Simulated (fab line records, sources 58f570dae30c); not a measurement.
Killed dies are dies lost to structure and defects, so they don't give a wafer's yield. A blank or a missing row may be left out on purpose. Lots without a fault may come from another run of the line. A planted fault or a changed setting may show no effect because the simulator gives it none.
Split-lot experiment | flow berkeley_cmos170 | 5 lots, 23 wafers read, on a route of 331 steps

THE SPLIT
At UCB170_SILICIDE_SPUTTER_01 (material Ti, target thk 30 nm, time 25 s), the setting power_w was moved away from the recipe's 1500 W on 11 of the 23 wafers read, by -7.8% to +8.7%. The other wafers ran this setting at the recipe's value.

FROM THE SPLIT TO THE READING: what the file shows between them, 1 step
- UCB170_SILICIDE_RS_MEAS_02: measures by four-point-probe

THE READING
SILICIDE_TI_THK, in nm, at UCB170_SILICIDE_THK_MEAS_03 (measures by xrf). Fault-free wafers of this fab line usually give 30.1 nm, standard deviation 0.46 nm.

wafer  | tool, chamber at the split | power_w as run, W | against the recipe | SILICIDE_TI_THK, nm | against lot-mates on the recipe
L074.2 | pvd_sputter-01, -          | 1631              | +8.7%              | 32.2                | +2.7
L074.3 | pvd_sputter-01, -          | 1500              | recipe             | 29.5                | -
L074.4 | pvd_sputter-01, -          | 1631              | +8.7%              | 32.1                | +2.6
L074.5 | pvd_sputter-01, -          | 1631              | +8.7%              | 32.3                | +2.7
L074.6 | pvd_sputter-01, -          | 1500              | recipe             | 29.6                | -
L075.2 | pvd_sputter-01, -          | 1383              | -7.8%              | 27.7                | -2.8
L075.3 | pvd_sputter-01, -          | 1500              | recipe             | 30.7                | -
L075.4 | pvd_sputter-01, -          | 1383              | -7.8%              | 27.9                | -2.6
L075.5 | pvd_sputter-01, -          | 1500              | recipe             | 30.4                | -
L075.6 | pvd_sputter-01, -          | 1383              | -7.8%              | 27.9                | -2.6
L077.3 | pvd_sputter-03, -          | 1500              | recipe             | 29.7                | -
L077.4 | pvd_sputter-03, -          | 1500              | recipe             | 29.3                | -
L077.5 | pvd_sputter-03, -          | 1500              | recipe             | 29.6                | -
L080.1 | pvd_sputter-04, -          | 1500              | recipe             | 29.6                | -
L080.2 | pvd_sputter-04, -          | 1558              | +3.9%              | 31.2                | +1.4
L080.3 | pvd_sputter-04, -          | 1558              | +3.9%              | 30.9                | +1.1
L080.4 | pvd_sputter-04, -          | 1500              | recipe             | 29.9                | -
L080.5 | pvd_sputter-04, -          | 1558              | +3.9%              | 30.7                | +0.9
L082.1 | pvd_sputter-04, -          | 1500              | recipe             | 30.3                | -
L082.2 | pvd_sputter-04, -          | 1559              | +3.9%              | 32.1                | +1.6
L082.3 | pvd_sputter-04, -          | 1500              | recipe             | 30.6                | -
L082.5 | pvd_sputter-04, -          | 1500              | recipe             | 30.5                | -
L082.6 | pvd_sputter-04, -          | 1559              | +3.9%              | 32.0                | +1.5

THE FIT
A straight line over all 23 wafers: SILICIDE_TI_THK changes by +0.277 nm for each +1% of power_w; r = +0.94; the points scatter about the line by 0.48 nm.
The same after taking each lot's own level away (the mean of its wafers on the recipe; 23 wafers): +0.328 nm for each +1%; r = +0.99; scatter 0.19 nm.
On that fit, the largest move of power_w shifts the reading by 2.9 nm.
The lots' own levels span 29.53 to 30.55 nm, that is 2.2 times the standard deviation above.
So the lot-to-lot level changes the slope: the two fits differ.
Check: with one of the wafers moved furthest among these (+8.7%) left out of the fit, the line predicts +2.87 nm for it against its lot-mates. It came out at +2.65 nm against them.

OTHER SPLITS ON THESE WAFERS
These wafers also went through other splits before the reading. Each is held against what the fit with the lots' levels taken away leaves over:
other split on the same wafers    | wafers away from the commonest value | r with SILICIDE_TI_THK (lot level and that fit taken away)
UCB170_GATE_COAT_07 spin_rpm      | 5                                    | +0.21
UCB170_NLDD_COAT_01 resist_thk_nm | 4                                    | +0.29
UCB170_SPACER_CVD_00 time_s       | 5                                    | +0.20
UCB170_SPACER_ETCHBACK_03 time_s  | 6                                    | +0.22
UCB170_NSD_PEB_04 peb_temp_c      | 10                                   | +0.36
UCB170_NSD_IMPLANT_08 dose_cm2    | 10                                   | +0.16

THE WHOLE CHAIN: every reading that the file lists as answering this split, in the file's order
step                        | what it does                             | reading                                                                           | change (the file's fit)               | r (the file's)
UCB170_SILICIDE_SPUTTER_01  | material Ti, target thk 30 nm, time 25 s | Ti_of_SILICIDE_SPUTTER_01.thk_nm (the simulator's own value, which no gauge read) | +0.321 nm for each +1% of the setting | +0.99
UCB170_SILICIDE_RS_MEAS_02  | measures by four-point-probe             | SILICIDE_TI_RS                                                                    | -0.326 for each +1% of the setting    | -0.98
UCB170_SILICIDE_THK_MEAS_03 | measures by xrf                          | SILICIDE_TI_THK                                                                   | +0.327 for each +1% of the setting    | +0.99

THE FILE'S OWN FIT
SILICIDE_TI_THK changes by +0.327 nm for each +1% of power_w, r = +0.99.
